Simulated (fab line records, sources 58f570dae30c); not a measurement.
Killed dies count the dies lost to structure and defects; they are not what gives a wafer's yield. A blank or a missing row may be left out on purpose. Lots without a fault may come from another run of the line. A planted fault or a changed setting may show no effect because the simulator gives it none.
The tool behind it: which one?	flow berkeley_cmos170	Sampling: 14 lots, 42 wafers, 4 of 331 route steps

## WHAT EACH GAUGE READ, for each wafer
UCB170_NSD_CD_MEAS_06 targets a cd of 1200 nm. Usual: 1199.8 nm for cd_nm, sd 1.2.
lot	measured	on	cd_nm (nm)	flag
L636	day 8 05:11	cd_sem-02	1199.4 1201.4 1200.9	
L637	day 8 20:50	cd_sem-02	1200.2 1200.3 1201.2	
L639	day 8 21:34	cd_sem-02	1199.6 1199.7 1200.4	
L638	day 8 21:34	cd_sem-01	1198.6 1200.1 1199.5	
L643	day 9 14:26	cd_sem-01	1199.6 1200.1 1199.7	
L641	day 9 14:57	cd_sem-01	1198.6 1199.3 1200.4	
L644	day 10 05:22	cd_sem-01	1200.9 1199.8 1201.0	
L645	day 10 05:47	cd_sem-02	1201.1 1201.3 1201.7	
L646	day 10 11:44	cd_sem-02	1198.2 1197.1 1198.8	
L649	day 11 04:15	cd_sem-01	1199.1 1198.5 1198.7	
L652	day 11 08:00	cd_sem-02	1201.1 1199.4 1201.3	
L655	day 12 11:33	cd_sem-02	1199.5 1200.3 1202.0	
L658	day 12 11:49	cd_sem-02	1202.4 1200.8 1201.0	
L657	day 12 11:58	cd_sem-02	1201.9 1200.0 1200.5	

UCB170_M1_OVL_MEAS_10. Usual: M1_OVL typically reads 0 nm, with standard deviation 6.8.
lot	measured	on	M1_OVL (nm)	flag
L636	day 8 14:30	overlay-02	-7 -4 0	
L637	day 9 05:30	overlay-01	-12 -10 -12	
L639	day 9 07:05	overlay-01	-9 -4 6	
L638	day 9 07:22	overlay-02	7 15 11	
L643	day 9 23:22	overlay-02	7 3 8	
L641	day 10 00:49	overlay-01	-4 -4 -4	
L644	day 10 15:53	overlay-01	3 3 0	
L645	day 10 15:38	overlay-02	-9 -10 -5	
L646	day 10 20:23	overlay-01	3 13 1	
L649	day 11 13:05	overlay-01	0 3 7	
L652	day 11 17:06	overlay-02	10 10 14	
L655	day 13 00:39	overlay-02	-6 0 0	
L658	day 13 00:28	overlay-01	-9 -5 -12	
L657	day 13 01:01	overlay-02	-7 -11 -2	

UCB170_V1_CD_MEAS_12 targets a cd of 700 nm. Usual: 699.5 nm for cd_nm, sd 1.1.
lot	measured	on	cd_nm (nm)	flag
L636	day 8 18:16	cd_sem-01	700.1 699.6 699.5	
L637	day 9 09:08	cd_sem-01	700.0 698.5 697.5	
L639	day 9 12:49	cd_sem-02	699.7 700.5 699.1	
L638	day 9 12:58	cd_sem-02	698.8 699.3 697.6	
L643	day 10 03:04	cd_sem-01	698.4 698.8 698.2	
L641	day 10 05:34	cd_sem-02	700.1 698.0 698.8	
L644	day 10 21:08	cd_sem-01	699.5 699.4 699.5	
L645	day 10 20:00	cd_sem-02	699.5 700.0 698.4	
L646	day 11 00:00	cd_sem-01	699.9 697.2 698.1	
L649	day 11 16:41	cd_sem-02	699.1 697.6 698.6	
L652	day 11 22:49	cd_sem-02	699.0 699.6 698.2	
L655	day 13 06:41	cd_sem-01	700.6 701.6 701.1	
L658	day 13 06:34	cd_sem-01	700.6 700.2 701.1	
L657	day 13 07:25	cd_sem-01	699.9 699.1 698.5	

## EACH LOT AND THE TOOL THAT RAN IT (in order: tool; ch and the chambers of the sampled wafers; start)
lot	UCB170_M1_METAL_ETCH_12
L636	rie_metal-02 ch 0,1, day 8 14:35
L637	rie_metal-02 ch 0, day 9 05:35
L639	rie_metal-04 ch 0,1, day 9 07:10
L638	rie_metal-02 ch 0, day 9 07:29
L643	rie_metal-02 ch 0, day 9 23:29
L641	rie_metal-04 ch 0,1, day 10 00:56
L644	rie_metal-04 ch 0,1, day 10 15:58
L645	rie_metal-02 ch 1, day 10 15:47
L646	rie_metal-03 ch 0,1, day 10 20:28
L649	rie_metal-02 ch 0,1, day 11 13:10
L652	rie_metal-02 ch 0, day 11 17:11
L655	rie_metal-03 ch 0,1, day 13 00:44
L658	rie_metal-04 ch 0,1, day 13 00:33
L657	rie_metal-04 ch 0,1, day 13 01:05
- UCB170_M1_METAL_ETCH_12: etches Al in Cl2/BCl3, stops on PSG, target depth 780 nm, time 130 s.

## WHAT THE TOOLS THEMSELVES READ (means of the sampled wafers that have a number; where no wafer has one, the mark that the record gives instead)
UCB170_M1_METAL_ETCH_12. Usual: drypump_motor_current_A 5.8 A, standard deviation 0.52; oes_product_au 0.855 a.u., standard deviation 0.013; run_length_s 158.1 s, standard deviation 0.38; throttle_valve_pct 24.35 %, standard deviation 0.19.
lot	tool	drypump_motor_current_A (A)	oes_product_au (a.u.)	run_length_s (s)	throttle_valve_pct (%)	flag
L636	rie_metal-02	5.6	0.868	157.9	24.25	
L637	rie_metal-02	5.9	0.858	158.3	24.34	
L639	rie_metal-04	6.4	0.856	157.7	24.28	
L638	rie_metal-02	5.9	0.850	157.9	24.35	
L643	rie_metal-02	5.9	0.847	158.2	24.35	
L641	rie_metal-04	6.4	0.851	157.5	24.30	
L644	rie_metal-04	6.4	0.853	157.7	24.29	
L645	rie_metal-02	5.0	0.873	158.2	24.06	
L646	rie_metal-03	5.5	0.865	158.3	24.61	
L649	rie_metal-02	5.3	0.916	151.1	24.19	OFF
L652	rie_metal-02	5.9	0.986	136.7	24.42	OFF
L655	rie_metal-03	5.8	0.846	158.4	24.61	
L658	rie_metal-04	6.4	0.852	157.9	24.30	
L657	rie_metal-04	6.5	0.853	157.7	24.29	

## THE ANSWER, worked out from the rows above alone
Rule: a lot counts as off when the mean over its wafers that have a number is more than 3 standard deviations away from the usual mean. Also off: a lot with no number at a reading for which 4 or more lots have one. Where the step has rows for the other lots, those lots are counted as sound. Order of review: gauges by route order, followed by the tools' own readings, for which a lot's mean as printed above is used. The first step at which some lot is off is used, and at that step the reading that is off furthest; a lot without a number counts as furthest.
Off, at UCB170_M1_METAL_ETCH_12 on run_length_s: L649, L652.
A tool fits if, at that step or a process step before it, it ran every lot that is off, and no sound lot after the first of them. One candidate fits, namely rie_metal-02 at UCB170_M1_METAL_ETCH_12. Its last sound lot is L645 (day 10 15:47), its first lot that is off L649 (day 11 13:10): a fault that began between those two fits.
The tool's own readings at UCB170_M1_METAL_ETCH_12 bear it out: on the lots that are off they differ by more than 5 times the standard deviation of the sound lots' means. oes_product_au reads 0.951 a.u. there against 0.856 a.u. on the sound lots; run_length_s reads 143.9 s there against 158.0 s on the sound lots.

## WHAT HAD BEEN PUT IN BY THE SIMULATOR
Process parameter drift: rie_metal-02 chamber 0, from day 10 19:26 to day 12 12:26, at UCB170_M1_METAL_ETCH_12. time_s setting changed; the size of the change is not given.
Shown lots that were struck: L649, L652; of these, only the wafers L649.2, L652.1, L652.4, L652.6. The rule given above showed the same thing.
